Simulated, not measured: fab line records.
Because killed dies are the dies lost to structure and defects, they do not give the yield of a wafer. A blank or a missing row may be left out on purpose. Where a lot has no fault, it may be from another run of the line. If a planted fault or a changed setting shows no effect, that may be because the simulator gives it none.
Which tool is to blame? -- flow berkeley_cmos170 -- 19 wafers from 7 lots sampled at 3 of the route's 331 steps

## WHAT THE GAUGES SHOWED, per wafer
UCB170_V1_THK_MEAS_01.
lot,measured,on,V1_TEOS_THK (nm)
L970,day 8 18:35,film_metro-01,1953 1940 1960
L973,day 9 00:22,film_metro-01,1974 1965 2018
L979,day 10 02:07,film_metro-04,2004 2031 2050
L982,day 10 09:05,film_metro-03,1965 1965 1987
L985,day 11 13:58,film_metro-04,1801
L991,day 12 19:02,film_metro-03,2018 2007 2032
L993,day 12 23:55,film_metro-04,2011 1988 2042

## WHICH TOOL RAN EACH LOT (tool, then ch and the chambers of the sampled wafers, then the start)
lot,UCB170_PLDD_STRIP_10,UCB170_V1_CVD_00
L970,"plasma_asher-04 ch 0,1, day 7 16:10","pecvd-04 ch 1,2, day 8 18:26"
L973,"plasma_asher-03 ch 0,1, day 8 00:32","pecvd-04 ch 0,2, day 9 00:13"
L979,"plasma_asher-01 ch 0,1, day 8 23:40","pecvd-01 ch 0,2, day 10 01:57"
L982,"plasma_asher-01 ch 0,1, day 9 11:00","pecvd-02 ch 0,1, day 10 08:55"
L985,"plasma_asher-01 ch 0, day 10 14:47","pecvd-02 ch 0, day 11 13:47"
L991,"plasma_asher-03 ch 0,1, day 11 13:02","pecvd-01 ch 0,1,2, day 12 18:53"
L993,"plasma_asher-03 ch 0,1, day 12 00:14","pecvd-01 ch 0,1, day 12 23:45"
- UCB170_PLDD_STRIP_10: strips in O2.
- UCB170_V1_CVD_00: deposits SiO2 from TEOS/O2, target thk 2000 nm, time 250 s.

## THE ANSWER, worked out from the rows above alone
Rule: the usual values come from the lots themselves. Put in order of their means at a reading, lots are off if they are a third of the lots or fewer, leave a main group of 4 or more, and stand apart from it by a gap of 3 or more times the standard deviation of the main group's means; of several such gaps the widest counts. A main group whose means are all the same, to the digits that the tables above print for the reading, isn't used. A lot without any number at a reading at which 4 lots or more have one is off too. Where the step has rows for the other lots, those lots are counted as sound.
Off: at UCB170_V1_THK_MEAS_01 (V1_TEOS_THK), L985. The main group: mean 1995 nm, standard deviation 28.
If a tool, at a process step before that reading, ran all the lots that are off and no sound lot after the first of them, it fits. Those tools and the gauges at UCB170_V1_THK_MEAS_01 are tried in the same way. Undecided on this evidence; 2 tools fit (plasma_asher-01 at UCB170_PLDD_STRIP_10, pecvd-02 at UCB170_V1_CVD_00).

## WHAT THE SIMULATOR HAD PUT IN
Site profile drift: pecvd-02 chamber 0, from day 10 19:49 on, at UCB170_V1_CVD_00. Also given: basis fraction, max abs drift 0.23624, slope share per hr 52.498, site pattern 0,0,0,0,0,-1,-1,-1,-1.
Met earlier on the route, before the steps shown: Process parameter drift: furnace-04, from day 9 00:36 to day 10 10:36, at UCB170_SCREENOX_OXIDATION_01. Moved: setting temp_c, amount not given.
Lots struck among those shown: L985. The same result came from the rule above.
